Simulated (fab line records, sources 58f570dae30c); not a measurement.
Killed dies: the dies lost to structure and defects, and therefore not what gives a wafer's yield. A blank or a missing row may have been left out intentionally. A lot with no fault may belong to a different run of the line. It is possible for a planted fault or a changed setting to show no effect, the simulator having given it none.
Struck lot and sound lot, side by side :: flow berkeleyCmos170 :: 22 out of 331 route steps
Sound: these wafers, L322.4, L322.5, L322.6. Struck: wafers L327.2, L327.4, L327.6. The cause is named last.
Each step with rows lists, per side, the tool, then ch with its chambers, then its first start. Under that, the readings that differ: sound wafers :: struck wafers :: difference of the means :: sigmas: that difference in standard deviations of wafers without a fault.
alike: same words and numbers on both sides, and readings whose means sit less than 2 such deviations apart. not compared: any withheld reading, any reading some wafer has no value for, any bound like >300 that may hide the same value, and any number with overlapping values for which the record gives no deviation.
The two part at a step that has a row with sigmas, a row that says differs or no value, or rows on one side only. When numbers do not overlap yet have no deviation, they are printed without sigmas and do not part them. A reading missing from all wafers of one side parts the sides only when that side holds two or more wafers.

first, 6 steps without rows for these wafers: UCB170_ZERO_HMDS_00 (prime time 60 s); UCB170_ZERO_COAT_01 (resist thk 900 nm); UCB170_ZERO_SOFTBAKE_02 (time 60 s); UCB170_ZERO_EXPOSE_03 (exposes mask PM MARKS, target cd 4000 nm); UCB170_ZERO_PEB_04; UCB170_ZERO_DEVELOP_05 (develop time 45 s).
UCB170_ZERO_ETCH_06: etches SiO2 in CHF3/CF4/Ar, time 12 s.
  sound on rieDiel-03 ch 1,2,3, day 2 12:26; struck on rieDiel-04 ch 0,2,3, day 3 18:36
  alike: drypumpMotorCurrentA, oesProductAu, throttleValvePct
  not compared: rfHoursCounterH
UCB170_ZERO_STRIP_07: strips in O2.
  sound on plasmaAsher-02 ch 0,1, day 2 12:29; struck on plasmaAsher-03 ch 0,1, day 3 18:38
  alike: drypumpMotorCurrentA, oesProductAu, stripTimeToEndpointS
  not compared: rfHoursCounterH
then, 2 steps without rows for these wafers: UCB170_NWELL_WET_ETCH_00 (etches SiO2 in dHF, time 200 s); UCB170_NWELL_OXIDATION_01 (target thk 26.4 nm, ox time 1260 s).
UCB170_NWELL_THK_MEAS_02:
  sound on filmMetro-01 at day 2 16:07; struck on filmMetro-01 at day 3 23:08
  alike: NWELL_OXIDE_THK
then, 1 step without rows for these wafers: UCB170_NWELL_ANNEAL_03 (time 900 s).
UCB170_NWELL_CVD_04: deposits Si3N4 from SiH2Cl2/NH3, target thk 224 nm, time 3360 s.
  sound on lpcvd-01 ch 1, day 2 23:05; struck on lpcvd-01 ch 0, day 4 01:44
reading: sih2cl2FlowSccm (sccm)
sound: 24.84 25.04 25.03
struck: 37.42 37.54 37.54
difference: +12.53
sigmas: +99 or more

reading: model.Si3N4_of_NWELL_CVD_04.thkNm (nm)
sound: 226.2 223.2 224
struck: 253.5 254 252.6
difference: +28.9
sigmas: 
  alike: zonePowerLoadPct
UCB170_NWELL_THK_MEAS_05:
  sound on filmMetro-01 at day 3 01:02; struck on filmMetro-03 at day 4 03:54
reading: NWELL_NITRIDE_THK (nm)
sound: 226.1 223.2 223.9
struck: 253.7 254.1 252.7
difference: +29.1
sigmas: +14
  not compared: hold
then, 5 steps without rows for these wafers: UCB170_NWELL_COAT_07 (resist thk 900 nm); UCB170_NWELL_SOFTBAKE_08 (time 60 s); UCB170_NWELL_EXPOSE_09 (exposes mask NWELL, target cd 3000 nm); UCB170_NWELL_PEB_10; UCB170_NWELL_DEVELOP_11 (develop time 45 s).
UCB170_NWELL_OVL_MEAS_12:
  sound on overlay-02 at day 3 01:56; struck on overlay-01 at day 4 07:26
  alike: NWELL_OVL
UCB170_NWELL_ETCH_13: etches Si3N4 in CH3F/Ar/O2, stops on SiO2, target depth 246.4 nm, time 154 s.
  sound on rieDiel-03 ch 0,1, day 3 01:57; struck on rieDiel-02 ch 1,2,3, day 4 07:28
reading: oesProductAu (a.u.)
sound: 0.922 0.919 0.917
struck: 0.992 0.981 1.008
difference: +0.074
sigmas: +4

reading: model.etch.depthNm (nm)
sound: 226.2 223.2 224
struck: 245.2 245.9 251
difference: +22.9
sigmas: 
  alike: O2_flow_sccm, drypumpMotorCurrentA, throttleValvePct
  not compared: rfHoursCounterH
next, for these wafers, 1 step has no rows: UCB170_NWELL_IMPLANT_14.

WHERE THEY PART
At UCB170_NWELL_CVD_04 first; at UCB170_NWELL_ETCH_13 last (within this record only).

WHY: whatever the simulator had introduced
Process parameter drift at UCB170_NWELL_CVD_04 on lpcvd-01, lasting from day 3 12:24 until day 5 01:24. From 25, the setting sih2cl2FlowSccm moved by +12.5. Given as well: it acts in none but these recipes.
